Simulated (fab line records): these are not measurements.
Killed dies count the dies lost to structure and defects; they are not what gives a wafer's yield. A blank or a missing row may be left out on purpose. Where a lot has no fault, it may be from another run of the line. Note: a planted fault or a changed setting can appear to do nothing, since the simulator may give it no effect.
Comparing a struck lot with a sound one || flow berkeley_cmos170 || 23 steps out of a route of 331
Sound: these wafers, L840.1, L840.2, L840.3. Struck: wafers L849.1, L849.2, L849.6. At the end, the cause is stated.
Per side, at each step with rows, come the tool, then ch with its chambers, and then its first start. Under that, the readings that differ: sound wafers || struck wafers || difference of the means || sigmas: that difference in standard deviations of wafers without a fault.
alike: a reading whose means differ by less than 2 such deviations, as well as words and numbers matching on both sides. not compared: withheld readings; readings where some wafer has no value; bounds like >300 that might hide an equal value; numbers whose values overlap and for which the record gives no deviation.
The two part at a step that has a row with sigmas, a row that says differs or no value, or rows on one side only. Numbers that have no deviation but don't overlap get no sigmas and don't part them. A reading missing from all wafers of one side parts the sides only when that side holds two or more wafers.

UCB170_M1_ETCH_11: etches BARC in N2/H2.
  sound on rie_diel-03 ch 0,2,3, day 9 04:55; struck on rie_diel-02 ch 0,2, day 11 13:11
  alike: drypump_motor_current_A, oes_product_au, throttle_valve_pct
UCB170_M1_METAL_ETCH_12: etches Al in Cl2/BCl3, stops on PSG, target depth 780 nm, time 130 s.
  sound on rie_metal-02 ch 0,1, day 9 04:57; struck on rie_metal-02 ch 0,1, day 11 13:14
  alike: drypump_motor_current_A, oes_product_au, throttle_valve_pct
  not compared: rf_hours_counter_h
UCB170_M1_STRIP_13: strips in O2.
  sound on plasma_asher-02 ch 0,1, day 9 05:05; struck on plasma_asher-02 ch 0,1, day 11 13:22
  alike: drypump_motor_current_A, oes_product_au
  not compared: rf_hours_counter_h
UCB170_M1_CD_MEAS_90: target cd 700 nm.
  sound: cd_sem-01 at day 9 05:11; struck: cd_sem-01 at day 11 13:28
  alike: cd_nm
then, 1 step without rows for these wafers: UCB170_M1_ANNEAL_14 (time 1200 s).
UCB170_V1_CVD_00: deposits SiO2 from TEOS/O2, target thk 2000 nm, time 250 s.
  sound on pecvd-03 ch 0,1, day 9 08:53; struck on pecvd-04 ch 0,1,2, day 11 16:34
  alike: heater_power_w
UCB170_V1_THK_MEAS_01:
  sound: film_metro-03 at day 9 09:07; struck: film_metro-03 at day 11 16:43
  alike: V1_TEOS_THK
UCB170_V1_CMP_02: polishes SiO2.
  sound on cmp-01 ch 0,1,2, day 9 09:10; struck on cmp-01 ch 1,2, day 11 16:49
  alike: motor_current_A
UCB170_V1_BOW_MEAS_03:
  sound: film_metro-01 at day 9 09:28; struck: film_metro-01 at day 11 17:04
  alike: V1_BOW
UCB170_V1_THK_MEAS_04:
  sound: film_metro-01 at day 9 09:35; struck: film_metro-01 at day 11 17:11
  alike: V1_POLISHED_THK
then, 2 steps without rows for these wafers: UCB170_V1_CLEAN_05 (cleans in DIW); UCB170_V1_HMDS_06 (prime time 60 s).
UCB170_V1_COAT_07: resist thk 900 nm.
  sound on litho_track-01 ch 0, day 9 10:20; struck on litho_track-01 ch 0, day 11 17:37
{"reading": "model.KrF_of_V1_COAT_07.thk_nm (nm)", "sound": "898.7 900.2 896.7", "struck": "1056 1055 1059", "difference": "+158", "sigmas": ""}
then, 4 steps without rows for these wafers: UCB170_V1_SOFTBAKE_08 (time 60 s); UCB170_V1_EXPOSE_09 (exposes mask VIA1, target cd 700 nm); UCB170_V1_PEB_10; UCB170_V1_DEVELOP_11 (develop time 45 s).
UCB170_V1_CD_MEAS_12: target cd 700 nm.
  sound: cd_sem-01 at day 9 11:35; struck: cd_sem-01 at day 11 18:19
{"reading": "cd_nm (nm)", "sound": "700.5 699.5 699.8", "struck": "694.1 694.8 694.8", "difference": -5.4, "sigmas": -4}
UCB170_V1_OVL_MEAS_13:
  sound: overlay-01 at day 9 11:42; struck: overlay-01 at day 11 18:26
  alike: V1_OVL
UCB170_V1_ETCH_14: etches SiO2 in CHF3/CF4/Ar, stops on Al, target depth 1250 nm, time 291 s.
  sound on rie_diel-04 ch 0,2,3, day 9 11:44; struck on rie_diel-04 ch 0,1,3, day 11 18:28
{"reading": "model.KrF_of_V1_COAT_07.thk_nm (nm)", "sound": "610.4 605.9 605.2", "struck": "761.2 759.1 767.5", "difference": "+155.4", "sigmas": ""}
{"reading": "model.V1.cd_nm (nm)", "sound": "701.3 701.3 700.8", "struck": "693.6 695.2 695.1", "difference": -6.5, "sigmas": ""}
  alike: drypump_motor_current_A, oes_product_au, throttle_valve_pct
  not compared: rf_hours_counter_h
UCB170_V1_STRIP_15: strips in O2.
  sound on plasma_asher-03 ch 0,1, day 9 11:55; struck on plasma_asher-04 ch 0,1, day 11 18:39
{"reading": "strip_time_to_endpoint_s (s)", "sound": "15.31 15.21 15.19", "struck": "18.84 18.82 19.01", "difference": "+3.65", "sigmas": "+33"}
  alike: drypump_motor_current_A, oes_product_au
  not compared: rf_hours_counter_h
UCB170_V1_CD_MEAS_90: target cd 700 nm.
  sound: cd_sem-02 at day 9 12:02; struck: cd_sem-02 at day 11 18:45
{"reading": "cd_nm (nm)", "sound": "701.5 701.5 701.0", "struck": "693.5 695.2 695.2", "difference": -6.7, "sigmas": -4}
UCB170_M3_PROBE_99:
  rows exist in the record for the sound wafers here (prober-01, day 9 20:26), none for the struck ones

## WHERE THEY PART
Last at UCB170_M3_PROBE_99 as far as this record goes, first at UCB170_V1_CD_MEAS_12.

WHY: whatever the simulator had introduced
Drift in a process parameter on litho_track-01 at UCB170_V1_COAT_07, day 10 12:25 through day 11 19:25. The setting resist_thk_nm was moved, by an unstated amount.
